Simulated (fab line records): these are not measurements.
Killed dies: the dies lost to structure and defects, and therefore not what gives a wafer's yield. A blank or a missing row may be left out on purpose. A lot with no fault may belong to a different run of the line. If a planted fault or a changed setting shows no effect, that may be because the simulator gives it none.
fab line records	flow ritCmos
record: lots: 6	wafers: 18	lastDay: 7
route steps=202 shown NSD@138 PSD@142 SDANNEAL@153 M1@202
lots with no fault: from the same line, run without faults
startH: start of the lot's first displayed wafer, in hours after the record's first day	waitH: hours since the lot's step before	" same as the row above	L1.1+2: one row covering several wafers at once	- either no value or no given start	* or withheld: withheld	< > ~ a bound
route shown NAME@n: names a module that has steps shown in the file, with the first one's number in the route	usual: mean and standard deviation over wafers with no fault	same: alike in all rows	chamber/n: place in a boat	sites: per-site readings	_std_site: the values' standard deviation	_edge_site: mean of outer sites minus mean of inner sites	radiusMm: how far each site lies from the wafer's centre	mask NAME#n: copy n	behind: the most recent tool/chamber to have shaped the wafer	hold: why the lot went on hold/how many hours it stayed there/how the hold came to an end	device: the transistor (n, p or np) that didn't switch	end of line: the route-end tests of the same wafers	where a step has no rows: the recipe by itself	killed: dies lost to structure and defects at the first sort, not the wafer's yield	map: per-die view of a wafer (x killed, . not killed, _ where there is no die)
set.NAME: the setting the step ran with; set.NAME@STEP: the setting that earlier step ran with	model.NAME: the simulator's own value behind a step, which no gauge read
lots at some steps of the route; a table a step, a row a wafer
services: the hour from which a tool's chamber was out of use, counted from the record's first day as startH (under 0 if before that day), plus the number of hours and why
== steps ==
step: RIT_NSD_HARDBAKE_07
recipe: resist: NOVOLAK	tempC: 140	timeS: 60
step: RIT_NSD_IMPLANT_08
recipe: species: P	energyKev: 25	doseCm2: 1e+15	tiltDeg: 7
step: RIT_NSD_STRIP_09
recipe: chemistry: O2	timeS: 180	resist: NOVOLAK	platenTempC: withheld	powerW: 500	pressureMtorr: 4000	o2FlowSccm: 4000
usual: drypumpMotorCurrentA: 5.4/0.49
lot.wafer	tool	chamber	startH	waitH	drypumpMotorCurrentA	rfHoursCounterH
L812.1	plasmaAsher-02	0	64.58	0.1	5.9	23
L812.3	"	1	"	"	5.5	-
L812.4	"	0	"	"	5.9	-
L820.1	plasmaAsher-04	0	102.04	0.1	6.2	48
L820.3	"	1	"	"	4.7	-
L820.6	"	0	"	"	6.2	-
L822.1	plasmaAsher-02	0	112.81	0.1	5.9	28
L822.5	"	0	"	"	5.9	-
L822.6	"	1	"	"	5.5	-
L826.1	plasmaAsher-04	1	134.63	0.1	4.7	52
L826.2	"	0	"	"	6.2	52
L826.5	"	1	"	"	4.7	-
L827.1	plasmaAsher-01	0	138.58	0.1	5.4	2
L827.2	"	1	"	"	5.0	2
L827.4	"	0	"	"	5.4	-
L829.2	plasmaAsher-01	0	147.56	0.1	5.4	3
L829.4	"	0	"	"	5.4	-
L829.5	"	1	"	"	5.1	-
step: RIT_NSD_TW_MEAS_10
usual: NSD_TW: 3083/30
lot.wafer	tool	chamber	startH	waitH	NSD_TW
L812.1	filmMetro-04	-	64.76	0.1	3109
L812.3	"	-	"	"	3097
L812.4	"	-	"	"	3113
L820.1	filmMetro-01	-	102.22	0.1	3045
L820.3	"	-	"	"	3044
L820.6	"	-	"	"	3029
L822.1	filmMetro-01	-	112.98	0.1	3039
L822.5	"	-	"	"	3030
L822.6	"	-	"	"	3034
L826.1	filmMetro-03	-	134.80	0.1	3073
L826.2	"	-	"	"	3053
L826.5	"	-	"	"	3062
L827.1	filmMetro-04	-	138.76	0.1	3121
L827.2	"	-	"	"	3109
L827.4	"	-	"	"	3122
L829.2	filmMetro-04	-	147.74	0.1	3145
L829.4	"	-	"	"	3144
L829.5	"	-	"	"	3134
step: RIT_PSD_HMDS_00
recipe: primeTimeS: 60	primeTempC: 140
step: RIT_PSD_COAT_01
recipe: resist: NOVOLAK	spinRpm: 3250	resistThkNm: 1000
step: RIT_PSD_SOFTBAKE_02
recipe: resist: NOVOLAK	tempC: 90	timeS: 60
step: RIT_PSD_EXPOSE_03
recipe: maskId: M10	na: 0.57	targetCdNm: 40900	doseMj: 250
step: RIT_PSD_PEB_04
recipe: resist: NOVOLAK	tempC: withheld	timeS: withheld
step: RIT_PSD_DEVELOP_05
recipe: resist: NOVOLAK	developTimeS: 50	devTempC: 23
step: RIT_PSD_OVL_MEAS_06
usual: PSD_OVL: -0.8/1.3
lot.wafer	tool	chamber	startH	waitH	PSD_OVL[nm]
L812.1	overlay-01	-	65.67	-	-3.1
L812.3	"	-	"	"	-2.5
L812.4	"	-	"	"	-2.7
L820.1	overlay-02	-	103.25	-	-1.2
L820.3	"	-	"	"	-1.4
L820.6	"	-	"	"	-1.6
L822.1	overlay-02	-	113.89	-	-2.8
L822.5	"	-	"	"	-2.8
L822.6	"	-	"	"	-2.1
L826.1	overlay-02	-	135.71	-	-0.4
L826.2	"	-	"	"	-1.0
L826.5	"	-	"	"	-2.4
L827.1	overlay-01	-	139.82	-	-0.7
L827.2	"	-	"	"	-0.1
L827.4	"	-	"	"	-1.2
L829.2	overlay-02	-	148.65	-	1.2
L829.4	"	-	"	"	1.4
L829.5	"	-	"	"	0.3
step: RIT_PSD_HARDBAKE_07
recipe: resist: NOVOLAK	tempC: 140	timeS: 60
step: RIT_PSD_IMPLANT_08
recipe: species: BF2	energyKev: 27	doseCm2: 5e+15	tiltDeg: 7
usual: beamOnS: 12.60/0.29	doseIonsCm2: 5e+15/5.9e+12	endStationPressureTorr: 1.46e-05/7.1e-07
same: implantIonAmu: 49
lot.wafer	tool	chamber	startH	waitH	beamOnS	doseIonsCm2	endStationPressureTorr
L812.1	implanter-01	0	65.85	0.1	12.79	4.996e+15	1.43e-05
L812.3	"	0	"	"	12.54	4.992e+15	1.42e-05
L812.4	"	0	"	"	12.34	4.994e+15	1.5e-05
L820.1	implanter-02	0	103.44	0.1	12.52	4.997e+15	1.42e-05
L820.3	"	0	"	"	12.69	4.996e+15	1.45e-05
L820.6	"	0	"	"	12.48	4.99e+15	1.39e-05
L822.1	implanter-02	0	114.08	0.1	24.19	9.505e+15	1.23e-05
L822.5	"	0	"	"	23.19	9.508e+15	1.32e-05
L822.6	"	0	"	"	25.03	9.501e+15	1.24e-05
L826.1	implanter-02	0	135.90	0.1	24.16	9.496e+15	1.21e-05
L826.2	"	0	"	"	24.14	9.494e+15	1.26e-05
L826.5	"	0	"	"	23.87	9.501e+15	1.32e-05
L827.1	implanter-04	0	140.00	0.1	12.29	5.011e+15	1.3e-05
L827.2	"	0	"	"	12.72	5.001e+15	1.56e-05
L827.4	"	0	"	"	12.54	4.997e+15	1.47e-05
L829.2	implanter-04	0	148.86	0.1	12.50	5e+15	1.71e-05
L829.4	"	0	"	"	12.46	5.002e+15	1.37e-05
L829.5	"	0	"	"	12.70	4.997e+15	1.59e-05
step: RIT_PSD_STRIP_09
recipe: chemistry: O2	timeS: 180	resist: NOVOLAK	platenTempC: withheld	powerW: 500	pressureMtorr: 4000	o2FlowSccm: 4000
usual: drypumpMotorCurrentA: 5.5/0.61
lot.wafer	tool	chamber	startH	waitH	drypumpMotorCurrentA	rfHoursCounterH
L812.1	plasmaAsher-03	0	66.00	0.1	5.5	43
L812.3	"	0	"	"	5.6	-
L812.4	"	1	"	"	6.6	-
L820.1	plasmaAsher-01	0	103.59	0.1	5.4	48
L820.3	"	1	"	"	5.0	-
L820.6	"	1	"	"	5.0	-
L822.1	plasmaAsher-03	1	114.23	0.1	6.6	48
L822.5	"	1	"	"	6.6	-
L822.6	"	0	"	"	5.6	-
L826.1	plasmaAsher-04	1	136.05	0.1	4.7	52
L826.2	"	0	"	"	6.2	52
L826.5	"	1	"	"	4.7	-
L827.1	plasmaAsher-01	0	140.15	0.1	5.4	2
L827.2	"	1	"	"	5.1	2
L827.4	"	1	"	"	5.1	-
L829.2	plasmaAsher-01	0	148.98	0.1	5.4	3
L829.4	"	1	"	"	5.0	-
L829.5	"	0	"	"	5.4	-
step: RIT_PSD_TW_MEAS_10
usual: PSD_TW: 3385/35
lot.wafer	tool	chamber	startH	waitH	PSD_TW
L812.1	filmMetro-04	-	66.18	0.1	3422
L812.3	"	-	"	"	3410
L812.4	"	-	"	"	3408
L820.1	filmMetro-03	-	103.76	0.1	3358
L820.3	"	-	"	"	3368
L820.6	"	-	"	"	3380
L822.1	filmMetro-03	-	114.40	0.1	3519
L822.5	"	-	"	"	3501
L822.6	"	-	"	"	3500
L826.1	filmMetro-01	-	136.22	0.1	3458
L826.2	"	-	"	"	3472
L826.5	"	-	"	"	3486
L827.1	filmMetro-03	-	140.33	0.1	3338
L827.2	"	-	"	"	3345
L827.4	"	-	"	"	3373
L829.2	filmMetro-01	-	149.17	0.1	3349
L829.4	"	-	"	"	3361
L829.5	"	-	"	"	3360
step: RIT_SDANNEAL_CLEAN_00
recipe: chemistry: SC1	mix: 3:3:50	timeS: 600	tempC: 75
step: RIT_SDANNEAL_CLEAN_01
recipe: chemistry: dHF	dilution: 50:1	timeS: 30
step: RIT_SDANNEAL_CLEAN_02
recipe: chemistry: SC2	mix: 3:3:50	timeS: 600	tempC: 75	dry: n2Spin
step: RIT_SDANNEAL_RTA_03
recipe: tempC: 1050	timeS: 5	idleTempC: 600	rampUpCPerS: 342	rampDownCPerS: 171	coolToC: 600	ambient: N2
usual: chamberO2Ppm: 2.001/0.021	wafer_temp_C_max: 1053.6/1.2
lot.wafer	tool	chamber	startH	waitH	chamberO2Ppm	wafer_temp_C_max
L812.1	rtpAnneal-01	0	66.61	0.0	1.991	1054.6
L812.3	"	0	"	"	1.978	1053.3
L812.4	"	0	"	"	1.981	1052.4
L820.1	rtpAnneal-01	0	104.22	0.0	2.014	1051.9
L820.3	"	0	"	"	1.977	1052.3
L820.6	"	0	"	"	1.991	1054.2
L822.1	rtpAnneal-01	0	114.86	0.0	1.990	1054.7
L822.5	"	0	"	"	1.984	1053.4
L822.6	"	0	"	"	2.011	1055.1
L826.1	rtpAnneal-01	0	136.68	0.0	2.009	1052.8
L826.2	"	0	"	"	2.002	1051.5
L826.5	"	0	"	"	1.981	1054.2
L827.1	rtpAnneal-01	0	140.79	0.0	2.022	1052.9
L827.2	"	0	"	"	1.979	1052.6
L827.4	"	0	"	"	2.011	1053.9
L829.2	rtpAnneal-01	0	149.60	0.0	1.971	1053.6
L829.4	"	0	"	"	1.979	1053.7
L829.5	"	0	"	"	1.980	1052.1
step: RIT_SDANNEAL_RS_MEAS_04
recipe: thkMeasGauge: four-point-probe
usual: PSD_RS: 115.96/0.28
lot.wafer	tool	chamber	startH	waitH	PSD_RS[ohm/sq]
L812.1	filmMetro-03	-	66.66	0.0	116.18
L812.3	"	-	"	"	115.84
L812.4	"	-	"	"	115.85
L820.1	filmMetro-03	-	104.28	0.0	116.40
L820.3	"	-	"	"	116.02
L820.6	"	-	"	"	116.14
L822.1	filmMetro-04	-	114.92	0.0	107.88
L822.5	"	-	"	"	108.16
L822.6	"	-	"	"	108.18
L826.1	filmMetro-03	-	136.80	0.1	108.43
L826.2	"	-	"	"	108.04
L826.5	"	-	"	"	108.37
L827.1	filmMetro-03	-	140.90	0.1	116.24
L827.2	"	-	"	"	116.15
L827.4	"	-	"	"	116.41
L829.2	filmMetro-03	-	149.72	0.1	115.40
L829.4	"	-	"	"	115.89
L829.5	"	-	"	"	115.50
step: RIT_SDANNEAL_RS_MEAS_05
recipe: thkMeasGauge: four-point-probe
usual: NSD_RS: 84.63/0.29
lot.wafer	tool	chamber	startH	waitH	NSD_RS[ohm/sq]
L812.1	filmMetro-03	-	66.78	0.1	84.82
L812.3	"	-	"	"	84.60
L812.4	"	-	"	"	84.72
L820.1	filmMetro-03	-	104.40	0.1	84.35
L820.3	"	-	"	"	84.37
L820.6	"	-	"	"	84.20
L822.1	filmMetro-04	-	115.04	0.1	84.49
L822.5	"	-	"	"	84.43
L822.6	"	-	"	"	84.13
L826.1	filmMetro-03	-	136.92	0.1	85.08
L826.2	"	-	"	"	84.91
L826.5	"	-	"	"	84.61
L827.1	filmMetro-03	-	141.02	0.1	84.37
L827.2	"	-	"	"	84.20
L827.4	"	-	"	"	84.66
L829.2	filmMetro-03	-	149.84	0.1	84.96
L829.4	"	-	"	"	85.16
L829.5	"	-	"	"	84.90
step: RIT_M1_PROBE_99
usual: killedAtContacts: 0.1/0.27	killedAtFrontEnd: 6.1/2.9	killedDies: 6.2/2.9	killedOpen: 3.2/1.9	killedShort: 3/1.9
same: grossDies: 264	killed_at_M0_to_M3: 0	killed_at_M4_up: 0	killedAtBackSide: 0	killedAtOther: 0
lot.wafer	tool	chamber	startH	waitH	killedAtContacts	killedAtFrontEnd	killedDies	killedOpen	killedShort
L812.1	prober-01	-	75.06	0.1	0	5	5	3	2
L812.3	prober-01	-	75.16	0.2	1	12	13	8	5
L812.4	prober-01	-	75.21	0.2	0	4	4	3	1
L820.1	prober-01	-	111.76	0.1	0	5	5	2	3
L820.3	prober-01	-	111.86	0.2	1	2	3	1	2
L820.6	prober-01	-	112.01	0.2	0	3	3	2	1
L822.1	prober-01	-	122.61	0.1	0	2	2	1	1
L822.5	prober-01	-	122.81	0.2	0	7	7	5	2
L822.6	prober-01	-	122.86	0.2	0	4	4	1	3
L826.1	prober-01	-	144.39	0.1	0	10	10	7	3
L826.2	prober-01	-	144.44	0.1	0	5	5	3	2
L826.5	prober-01	-	144.59	0.2	0	10	10	4	6
L827.1	prober-02	-	148.44	0.1	0	4	4	3	1
L827.2	prober-02	-	148.49	0.1	0	4	4	0	4
L827.4	prober-02	-	148.59	0.2	0	4	4	2	2
L829.2	prober-02	-	158.72	0.1	0	5	5	2	3
L829.4	prober-02	-	158.82	0.2	0	7	7	3	4
L829.5	prober-02	-	158.87	0.2	0	5	5	5	0
killed by level:class
L812.1 GATE:geometricParticle:open=2 FOX2:geometricParticle:open=1 GATE:geometricParticle:short=1 REOX:geometricParticle:short=1
L812.3 FOX1:geometricParticle:open=2 GATE:geometricParticle:short=2 GATE:geometricParticle:open=2 REOX:geometricParticle:short=2 REOX:geometricParticle:open=1 SPACER:geometricParticle:open=1 SILICIDE:geometricParticle:short=1 SILICIDE:geometricParticle:open=1
L812.4 GATE:geometricParticle:open=1 REOX:geometricParticle:open=1 REOX:geometricParticle:short=1 SILICIDE:geometricParticle:open=1
L820.1 REOX:geometricParticle:short=2 FOX1:geometricParticle:open=1 GATE:geometricParticle:short=1 SILICIDE:geometricParticle:open=1
L820.3 GATE:geometricParticle:short=1 SPACER:geometricParticle:short=1 CONTACT:geometricParticle:open=1
L820.6 FOX1:geometricParticle:open=1 GATE:geometricParticle:open=1 SILICIDE:geometricParticle:short=1
L822.1 GATE:geometricParticle:short=1 SPACER:geometricParticle:open=1
L822.5 GATE:geometricParticle:open=2 FOX1:geometricParticle:open=1 FOX2:geometricParticle:open=1 GATE:geometricParticle:short=1 REOX:geometricParticle:short=1 SPACER:geometricParticle:open=1
L822.6 GATE:geometricParticle:short=2 FOX2:geometricParticle:open=1 REOX:geometricParticle:short=1
L826.1 FOX1:geometricParticle:open=3 GATE:geometricParticle:open=3 FOX1:geometricParticle:short=1 GATE:geometricParticle:short=1 REOX:geometricParticle:open=1 SPACER:geometricParticle:short=1
L826.2 SPACER:geometricParticle:open=2 FOX1:geometricParticle:short=1 REOX:geometricParticle:open=1 SILICIDE:geometricParticle:short=1
L826.5 FOX1:geometricParticle:short=3 GATE:geometricParticle:short=2 GATE:geometricParticle:open=2 FOX1:geometricParticle:open=1 REOX:geometricParticle:open=1 SPACER:geometricParticle:short=1
L827.1 GATE:geometricParticle:open=2 REOX:geometricParticle:short=1 REOX:geometricParticle:open=1
L827.2 GATE:geometricParticle:short=3 REOX:geometricParticle:short=1
L827.4 GATE:geometricParticle:open=2 FOX1:geometricParticle:short=1 REOX:geometricParticle:short=1
L829.2 GATE:geometricParticle:short=3 REOX:geometricParticle:open=2
L829.4 FOX1:geometricParticle:short=1 GATE:geometricParticle:short=1 REOX:geometricParticle:open=1 SPACER:geometricParticle:open=1 SPACER:geometricParticle:short=1 SILICIDE:geometricParticle:short=1 SILICIDE:geometricParticle:open=1
L829.5 FOX2:geometricParticle:open=1 GATE:geometricParticle:open=1 REOX:geometricParticle:open=1 SPACER:geometricParticle:open=1 SILICIDE:geometricParticle:open=1
== services ==
tool	chamber	startH	hours	kind
plasmaAsher-02	-	105.11	0.7	repair
plasmaAsher-01	-	108.85	9.0	pm
plasmaAsher-01	0	108.85	9.0	ventCycle
plasmaAsher-01	1	108.85	9.0	ventCycle
plasmaAsher-01	0	117.85	-	clean
plasmaAsher-01	1	117.85	-	clean
rtpAnneal-01	-	127.12	3.8	pm
implanter-02	-	146.47	5.1	repair
== key ==
firstSign: step: RIT_PSD_IMPLANT_08	reading: doseIonsCm2	direction: up	sigmas: 99+	usual: 5e+15	struck: 9.501e+15
effect: step: RIT_PSD_IMPLANT_08	reading: beamOnS	direction: up	sigmas: 39	usual: 12.60	struck: 24.10
effect: step: RIT_PSD_TW_MEAS_10	reading: PSD_TW	direction: up	sigmas: 2.9	usual: 3385	struck: 3489
effect: step: RIT_SDANNEAL_RS_MEAS_04	reading: PSD_RS	direction: down	sigmas: 28	usual: 115.96	struck: 108.18
metAt RIT_PSD_IMPLANT_08
struckWafers L822.1,L822.5,L822.6,L826.1,L826.2,L826.5
testerLeftOut L822,L826
onsetBetween 103.44 114.08
fault: kind: processParameterDrift	tool: implanter-02	chamber: -	onsetH: 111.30	steps: RIT_PSD_IMPLANT_08	channel: doseCm2	offset: 4.5e+15	shape: step	endH: 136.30	actsIn: theseRecipesOnly	stated: 5e+15
testerLeftOut: of these lots the tester's yield and bins aren't shown, on N5 and GAA mostly nor the transistor test; their killed dies are dies lost to structure and defects alone, not to doping, threshold or leakage, so they don't give the yield
